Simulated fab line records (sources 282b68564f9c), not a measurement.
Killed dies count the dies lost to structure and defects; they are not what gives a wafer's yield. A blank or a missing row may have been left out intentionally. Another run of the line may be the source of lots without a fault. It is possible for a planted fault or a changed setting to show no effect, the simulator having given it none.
Split-lot experiment + flow rit-cmos + on a route of 202 steps: 5 lots, 23 wafers read

ABOUT THE SPLIT
At RIT_PWELL_SOFTBAKE_02 (time 60 s), the setting temp-c was moved away from the recipe's 90 C on 8 of the 23 wafers read, by -3.3% to +1.7%. This setting was run at the recipe's value on the other wafers.

FROM THE SPLIT TO THE READING: what the file shows between them, 2 steps
- RIT_PWELL_EXPOSE_03: exposes mask M3, target cd 43700 nm
- RIT_PWELL_PEB_04

THE READING
NOVOLAK_of_PWELL_COAT_01.thk-nm (the simulator's own value, which no gauge read), in nm, at RIT_PWELL_DEVELOP_05 (develop time 68 s). The file does not state a usual value for it. Across the 15 wafers here that went through the recipe, the average is 1299 nm and the standard deviation 3 nm.

| wafer  | tool, chamber at the split | temp-c as run, C | against the recipe | NOVOLAK_of_PWELL_COAT_01.thk-nm, nm | against lot-mates on the recipe |
|--------|----------------------------|------------------|--------------------|-------------------------------------|---------------------------------|
| L074.1 | litho-track-01, 0          | 90               | recipe             | 1292                                | -                               |
| L074.3 | litho-track-01, 0          | 90               | recipe             | 1296                                | -                               |
| L074.5 | litho-track-01, 0          | 90               | recipe             | 1297                                | -                               |
| L075.1 | litho-track-03, 0          | 90               | recipe             | 1304                                | -                               |
| L075.2 | litho-track-03, 0          | 87.04            | -3.3%              | 1315                                | +12                             |
| L075.6 | litho-track-03, 0          | 87.04            | -3.3%              | 1315                                | +12                             |
| L075.3 | litho-track-03, 0          | 87.04            | -3.3%              | 1311                                | +8                              |
| L075.4 | litho-track-03, 0          | 90               | recipe             | 1303                                | -                               |
| L080.1 | litho-track-01, 0          | 90               | recipe             | 1297                                | -                               |
| L080.2 | litho-track-01, 0          | 90               | recipe             | 1300                                | -                               |
| L080.3 | litho-track-01, 0          | 90               | recipe             | 1299                                | -                               |
| L080.4 | litho-track-01, 0          | 90               | recipe             | 1299                                | -                               |
| L080.5 | litho-track-01, 0          | 90               | recipe             | 1299                                | -                               |
| L082.1 | litho-track-03, 0          | 88.38            | -1.8%              | 1307                                | +6                              |
| L082.2 | litho-track-03, 0          | 90               | recipe             | 1303                                | -                               |
| L082.3 | litho-track-03, 0          | 90               | recipe             | 1300                                | -                               |
| L082.4 | litho-track-03, 0          | 90               | recipe             | 1299                                | -                               |
| L082.5 | litho-track-03, 0          | 88.38            | -1.8%              | 1309                                | +8                              |
| L085.2 | litho-track-03, 0          | 91.57            | +1.7%              | 1299                                | -2                              |
| L085.3 | litho-track-03, 0          | 91.57            | +1.7%              | 1295                                | -6                              |
| L085.4 | litho-track-03, 0          | 90               | recipe             | 1301                                | -                               |
| L085.5 | litho-track-03, 0          | 90               | recipe             | 1302                                | -                               |
| L085.6 | litho-track-03, 0          | 91.57            | +1.7%              | 1296                                | -6                              |

FIT RESULTS
A straight line over all 23 wafers: NOVOLAK_of_PWELL_COAT_01.thk-nm changes by -3.71 nm for each +1% of temp-c; r = -0.87; the points scatter about the line by 3.1 nm.
The same after taking each lot's own level away (the mean of its wafers on the recipe; 23 wafers): -3.13 nm for each +1%; r = -0.94; scatter 1.6 nm.
On that fit, the largest move of temp-c shifts the reading by 10 nm.
From 1295.0 to 1303.5 nm: that is the span of the lots' own levels, equal to 2.8 times the standard deviation above.
So the slope is not independent of the lot-to-lot level: the two fits are not the same.
Check: +10.2 nm against its lot-mates is what the line predicts for one of the wafers moved furthest among these (-3.3%) when that wafer is left out of the fit. It came out at +11.5 nm against them.

FURTHER SPLITS ON THESE WAFERS
Before the reading, these wafers also passed through other splits. Each is held against what the fit with the lots' levels taken away leaves over:
| other split on the same wafers | wafers away from the commonest value | r with NOVOLAK_of_PWELL_COAT_01.thk-nm (lot level and that fit taken away) |
|--------------------------------|--------------------------------------|----------------------------------------------------------------------------|
| RIT_ACTIVE_COAT_06 spin-rpm    | 7                                    | +0.14                                                                      |
| RIT_ACTIVE_EXPOSE_08 dose-mj   | 10                                   | +0.16                                                                      |

FILE'S OWN FIT
NOVOLAK_of_PWELL_COAT_01.thk-nm changes by -3.22 nm for each +1% of temp-c, r = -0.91.
